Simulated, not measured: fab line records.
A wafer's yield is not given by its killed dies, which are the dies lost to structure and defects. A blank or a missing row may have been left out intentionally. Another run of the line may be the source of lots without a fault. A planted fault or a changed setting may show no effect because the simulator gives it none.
Comparing a struck lot with a sound one | flow rit cmos | 27 steps out of a route of 202
Sound: the wafers L425.2, L425.3, L425.5. Struck: wafer L437.3. (L437.2, L437.5 of the same lot were not struck and are left out.) The cause comes at the end.
For every step that has rows: the tool of each side, followed by ch and its chambers, followed by its first start. Under that, the readings that differ: sound wafers | struck wafers | difference of the means | sigmas: that difference in standard deviations of wafers without a fault.
alike: same words and numbers on both sides, and readings whose means sit less than 2 such deviations apart. not compared: any withheld reading, any reading some wafer has no value for, any bound like >300 that may hide the same value, and any number with overlapping values for which the record gives no deviation.
A row with sigmas, a row that says differs or no value, or rows on one side alone: a step with any of these is where the two part. Numbers that don't overlap but have no deviation are shown without sigmas and don't part them. A reading that every wafer of one side lacks parts them only if that side has two wafers or more.

RIT_SDANNEAL_RTA_03: time 5 s.
  sound on rtp anneal-02 ch 0, day 3 11:00; struck on rtp anneal-02 ch 0, day 5 23:20
  alike: wafer_temp_C_max
RIT_SDANNEAL_RS_MEAS_04: uses a four-point probe to measure.
  sound on film metro-04 at day 3 11:04; struck on film metro-02 at day 5 23:24
  alike: PSD_RS
RIT_SDANNEAL_RS_MEAS_05: uses a four-point probe to measure.
  sound on film metro-04 at day 3 11:11; struck on film metro-02 at day 5 23:31
  alike: NSD_RS
RIT_SDANNEAL_RS_MEAS_06: uses a four-point probe to measure.
  sound on film metro-04 at day 3 11:19; struck on film metro-02 at day 5 23:38
  alike: PLDD_RS
RIT_SDANNEAL_RS_MEAS_07: uses a four-point probe to measure.
  sound on film metro-04 at day 3 11:26; struck on film metro-02 at day 5 23:46
  alike: NLDD_RS
then, 1 step without rows for these wafers: RIT_SILICIDE_WET_ETCH_00 (etches SiO2 in BOE, target depth 14 nm, time 15 s).
RIT_SILICIDE_SPUTTER_01: material Ti, target thk 30 nm, time 240 s.
  sound on pvd sputter-03 at day 3 11:32; struck on pvd sputter-03 at day 5 23:53
  alike: cathode dc power W, throttle valve pct
RIT_SILICIDE_RS_MEAS_02: uses a four-point probe to measure.
  sound on film metro-02 at day 3 11:43; struck on film metro-01 at day 6 00:03
  alike: SILICIDE_TI_RS
RIT_SILICIDE_THK_MEAS_03: measures by xrf.
  sound on film metro-02 at day 3 11:49; struck on film metro-01 at day 6 00:10
  alike: SILICIDE_TI_THK
RIT_SILICIDE_RTA_04: time 10 s, ramp up 5 s, ramp down 5 s.
  sound on rtp anneal-01 ch 0, day 3 11:53; struck on rtp anneal-01 ch 0, day 6 00:13
  alike: wafer_temp_C_max
then, 1 step without rows for these wafers: RIT_SILICIDE_WET_ETCH_05 (etches Ti in SPM, time 120 s).
RIT_SILICIDE_RTA_06: time 10 s, ramp up 5 s, ramp down 10 s.
  sound on rtp anneal-02 ch 0, day 3 11:59; struck on rtp anneal-02 ch 0, day 6 00:20
  alike: wafer_temp_C_max
RIT_CONTACT_CVD_00: deposits SiO2 from TEOS, target thk 400 nm, time 61.82 s.
  sound on pecvd-03 ch 0,1,2, day 3 12:03; struck on pecvd-03 ch 0, day 6 00:23
  reading                                  | sound             | struck | difference | sigmas
  model.SiO2_of_CONTACT_CVD_00.thk nm (nm) | 406.6 402.9 422.6 | 516.4  | +105.7     |
  alike: heater power w
RIT_CONTACT_THK_MEAS_01:
  sound on film metro-03 at day 3 12:07; struck on film metro-03 at day 6 00:40
  reading               | sound       | struck | difference | sigmas
  CONTACT_TEOS_THK (nm) | 407 403 422 | 517    | +106       | +19
  not compared: hold
then, 5 steps without rows for these wafers: RIT_CONTACT_COAT_03 (resist thk 1000 nm); RIT_CONTACT_SOFTBAKE_04 (time 60 s); RIT_CONTACT_EXPOSE_05 (exposes mask M11, target cd 1000 nm); RIT_CONTACT_PEB_06; RIT_CONTACT_DEVELOP_07 (develop time 120 s).
RIT_CONTACT_CD_MEAS_08: target cd 1000 nm.
  sound on cd sem-01 at day 3 13:23; struck on cd sem-01 at day 6 09:33
  alike: cd nm
RIT_CONTACT_OVL_MEAS_09:
  sound on overlay-01 at day 3 13:29; struck on overlay-02 at day 6 09:39
  alike: CONTACT_OVL
then, 1 step without rows for these wafers: RIT_CONTACT_HARDBAKE_10 (time 60 s).
RIT_CONTACT_ETCH_11: etches SiO2 in CHF3/CF4/Ar, stops on TiSi2, target depth 480 nm, time 320 s.
  sound on rie diel-02 ch 0,1,2, day 3 13:40; struck on rie diel-03 ch 2, day 6 09:50
  reading                             | sound             | struck | difference | sigmas
  oes product au (a.u.)               | 0.969 0.969 0.999 | 1.016  | +0.037     | +2
  throttle valve pct (%)              | 8.76 8.68 8.82    | 9.08   | +0.33      | +3
  model.CONTACT.feature depth nm (nm) | 406.6 402.9 422.6 | 471.8  | +61.1      |
  model.etch.depth nm (nm)            | 406.6 402.9 422.6 | 471.8  | +61.1      |
  alike: cf4 flow sccm, drypump motor current A
  not compared: rf hours counter h
RIT_CONTACT_STRIP_12: strips in O2, time 185.1 s.
  sound on plasma asher-04 ch 0,1, day 3 13:52; struck on plasma asher-03 ch 0, day 6 10:02
  alike: drypump motor current A
  not compared: rf hours counter h
RIT_CONTACT_CD_MEAS_90: target cd 1000 nm.
  sound on cd sem-01 at day 3 14:04; struck on cd sem-01 at day 6 10:13
  alike: cd nm
RIT_CONTACT_CLEAN_13: cleans in SC1, time 600 s.
  sound on wet bench-01 ch 2, day 3 14:10; struck on wet bench-01 ch 2, day 6 10:19
  reading                                  | sound             | struck | difference | sigmas
  model.SiO2_of_CONTACT_CVD_00.thk nm (nm) | 402.4 398.7 418.4 | 512.3  | +105.8     |
then, 1 step without rows for these wafers: RIT_CONTACT_CLEAN_14 (cleans in SC2, time 600 s).

WHERE THEY PART
Earliest at RIT_CONTACT_THK_MEAS_01; latest, in this record, at RIT_CONTACT_ETCH_11. Later steps at which nothing parts them and some readings are alike: RIT_CONTACT_STRIP_12, RIT_CONTACT_CD_MEAS_90.

WHY: what the simulator had put in
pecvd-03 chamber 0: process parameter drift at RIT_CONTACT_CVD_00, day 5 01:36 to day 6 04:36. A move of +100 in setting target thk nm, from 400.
